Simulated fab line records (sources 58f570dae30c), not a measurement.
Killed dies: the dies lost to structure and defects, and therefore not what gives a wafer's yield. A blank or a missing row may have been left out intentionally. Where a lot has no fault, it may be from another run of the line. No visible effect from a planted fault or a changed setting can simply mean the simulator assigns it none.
Lot-split experiment / flow berkeley_cmos170 / route with 331 steps; 5 lots, 23 wafers read

THE SPLIT ITSELF
At UCB170_M3_COAT_05 (resist thk 900 nm), the setting spin_rpm was moved away from the recipe's 1500 rpm on 12 of the 23 wafers read, by -6.6% to +6.1%. For the rest of the wafers, this setting stayed at what the recipe calls for.

The reading comes from the split's own step.

THE READING
KrF_of_M3_COAT_05.thk_nm (the simulator's own value, which no gauge read), in nm, at UCB170_M3_COAT_05 (resist thk 900 nm). There is no usual value for it anywhere in the file. Across the 11 wafers here that went through the recipe, the average is 898.2 nm and the standard deviation 1.9 nm.

wafer=L074.1; tool, chamber at the split=litho_track-04, 0; spin_rpm as run, rpm=1500; against the recipe=recipe; KrF_of_M3_COAT_05.thk_nm, nm=899.2; against lot-mates on the recipe=-
wafer=L074.3; tool, chamber at the split=litho_track-04, 0; spin_rpm as run, rpm=1500; against the recipe=recipe; KrF_of_M3_COAT_05.thk_nm, nm=899.9; against lot-mates on the recipe=-
wafer=L074.4; tool, chamber at the split=litho_track-04, 0; spin_rpm as run, rpm=1591; against the recipe=+6.1%; KrF_of_M3_COAT_05.thk_nm, nm=872; against lot-mates on the recipe=-27.5
wafer=L074.5; tool, chamber at the split=litho_track-04, 0; spin_rpm as run, rpm=1591; against the recipe=+6.1%; KrF_of_M3_COAT_05.thk_nm, nm=873.9; against lot-mates on the recipe=-25.6
wafer=L074.6; tool, chamber at the split=litho_track-04, 0; spin_rpm as run, rpm=1591; against the recipe=+6.1%; KrF_of_M3_COAT_05.thk_nm, nm=872.2; against lot-mates on the recipe=-27.3
wafer=L077.3; tool, chamber at the split=litho_track-03, 0; spin_rpm as run, rpm=1500; against the recipe=recipe; KrF_of_M3_COAT_05.thk_nm, nm=900.6; against lot-mates on the recipe=-
wafer=L077.5; tool, chamber at the split=litho_track-03, 0; spin_rpm as run, rpm=1500; against the recipe=recipe; KrF_of_M3_COAT_05.thk_nm, nm=900.4; against lot-mates on the recipe=-
wafer=L077.6; tool, chamber at the split=litho_track-03, 0; spin_rpm as run, rpm=1500; against the recipe=recipe; KrF_of_M3_COAT_05.thk_nm, nm=900.8; against lot-mates on the recipe=-
wafer=L079.1; tool, chamber at the split=litho_track-03, 0; spin_rpm as run, rpm=1500; against the recipe=recipe; KrF_of_M3_COAT_05.thk_nm, nm=898.2; against lot-mates on the recipe=-
wafer=L079.2; tool, chamber at the split=litho_track-03, 0; spin_rpm as run, rpm=1401; against the recipe=-6.6%; KrF_of_M3_COAT_05.thk_nm, nm=930.7; against lot-mates on the recipe=+33.4
wafer=L079.4; tool, chamber at the split=litho_track-03, 0; spin_rpm as run, rpm=1500; against the recipe=recipe; KrF_of_M3_COAT_05.thk_nm, nm=896.5; against lot-mates on the recipe=-
wafer=L079.5; tool, chamber at the split=litho_track-03, 0; spin_rpm as run, rpm=1401; against the recipe=-6.6%; KrF_of_M3_COAT_05.thk_nm, nm=928.2; against lot-mates on the recipe=+30.9
wafer=L079.6; tool, chamber at the split=litho_track-03, 0; spin_rpm as run, rpm=1401; against the recipe=-6.6%; KrF_of_M3_COAT_05.thk_nm, nm=929.4; against lot-mates on the recipe=+32.0
wafer=L082.2; tool, chamber at the split=litho_track-03, 0; spin_rpm as run, rpm=1591; against the recipe=+6.1%; KrF_of_M3_COAT_05.thk_nm, nm=874; against lot-mates on the recipe=-22.0
wafer=L082.3; tool, chamber at the split=litho_track-03, 0; spin_rpm as run, rpm=1591; against the recipe=+6.1%; KrF_of_M3_COAT_05.thk_nm, nm=869.6; against lot-mates on the recipe=-26.4
wafer=L082.4; tool, chamber at the split=litho_track-03, 0; spin_rpm as run, rpm=1591; against the recipe=+6.1%; KrF_of_M3_COAT_05.thk_nm, nm=871.4; against lot-mates on the recipe=-24.6
wafer=L082.5; tool, chamber at the split=litho_track-03, 0; spin_rpm as run, rpm=1500; against the recipe=recipe; KrF_of_M3_COAT_05.thk_nm, nm=896.6; against lot-mates on the recipe=-
wafer=L082.6; tool, chamber at the split=litho_track-03, 0; spin_rpm as run, rpm=1500; against the recipe=recipe; KrF_of_M3_COAT_05.thk_nm, nm=895.3; against lot-mates on the recipe=-
wafer=L083.1; tool, chamber at the split=litho_track-03, 0; spin_rpm as run, rpm=1500; against the recipe=recipe; KrF_of_M3_COAT_05.thk_nm, nm=896.3; against lot-mates on the recipe=-
wafer=L083.2; tool, chamber at the split=litho_track-03, 0; spin_rpm as run, rpm=1575; against the recipe=+5.0%; KrF_of_M3_COAT_05.thk_nm, nm=875.9; against lot-mates on the recipe=-20.7
wafer=L083.3; tool, chamber at the split=litho_track-03, 0; spin_rpm as run, rpm=1500; against the recipe=recipe; KrF_of_M3_COAT_05.thk_nm, nm=896.9; against lot-mates on the recipe=-
wafer=L083.4; tool, chamber at the split=litho_track-03, 0; spin_rpm as run, rpm=1575; against the recipe=+5.0%; KrF_of_M3_COAT_05.thk_nm, nm=874; against lot-mates on the recipe=-22.6
wafer=L083.5; tool, chamber at the split=litho_track-03, 0; spin_rpm as run, rpm=1575; against the recipe=+5.0%; KrF_of_M3_COAT_05.thk_nm, nm=876.5; against lot-mates on the recipe=-20.1

THE FIT
A straight line over all 23 wafers: KrF_of_M3_COAT_05.thk_nm changes by -4.51 nm for each +1% of spin_rpm; r = -1.00; the points scatter about the line by 1.8 nm.
The same after taking each lot's own level away (the mean of its wafers on the recipe; 23 wafers): -4.48 nm for each +1%; r = -1.00; scatter 1.6 nm.
According to that fit, moving spin_rpm by its largest amount changes the reading by 30 nm.
The span of the lots' own levels, 895.95 to 900.60 nm, comes to 2.4 times the standard deviation stated above.
The two slopes agree, so the slope changes little with the lot-to-lot level.
Check: +29.7 nm against its lot-mates is what the line predicts for one of the wafers moved furthest among these (-6.6%) when that wafer is left out of the fit. Against them it came out at +33.4 nm.

OTHER SPLITS ON THESE WAFERS
Before the reading, these wafers also passed through other splits. Each is held against what the fit with the lots' levels taken away leaves over:
other split on the same wafers=UCB170_M1_METAL_ETCH_12 time_s; wafers away from the commonest value=10; r with KrF_of_M3_COAT_05.thk_nm (lot level and that fit taken away)=+0.20
other split on the same wafers=UCB170_M2_SPUTTER_01 time_s; wafers away from the commonest value=11; r with KrF_of_M3_COAT_05.thk_nm (lot level and that fit taken away)=-0.16
other split on the same wafers=UCB170_V2_COAT_07 resist_thk_nm; wafers away from the commonest value=11; r with KrF_of_M3_COAT_05.thk_nm (lot level and that fit taken away)=-0.26

THE WHOLE CHAIN: every reading that the file lists as answering this split, in the file's order
step=UCB170_M3_COAT_05; what it does=resist thk 900 nm; reading=KrF_of_M3_COAT_05.thk_nm (the simulator's own value, which no gauge read); change (the file's fit)=-4.42 nm for each +1% of the setting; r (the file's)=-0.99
step=UCB170_M3_STRIP_07; what it does=strips in O2; reading=strip_time_to_endpoint_s; change (the file's fit)=withheld for each +1% of the setting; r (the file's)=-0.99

THE FILE'S OWN FIT
KrF_of_M3_COAT_05.thk_nm changes by -4.42 nm for each +1% of spin_rpm, r = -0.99.
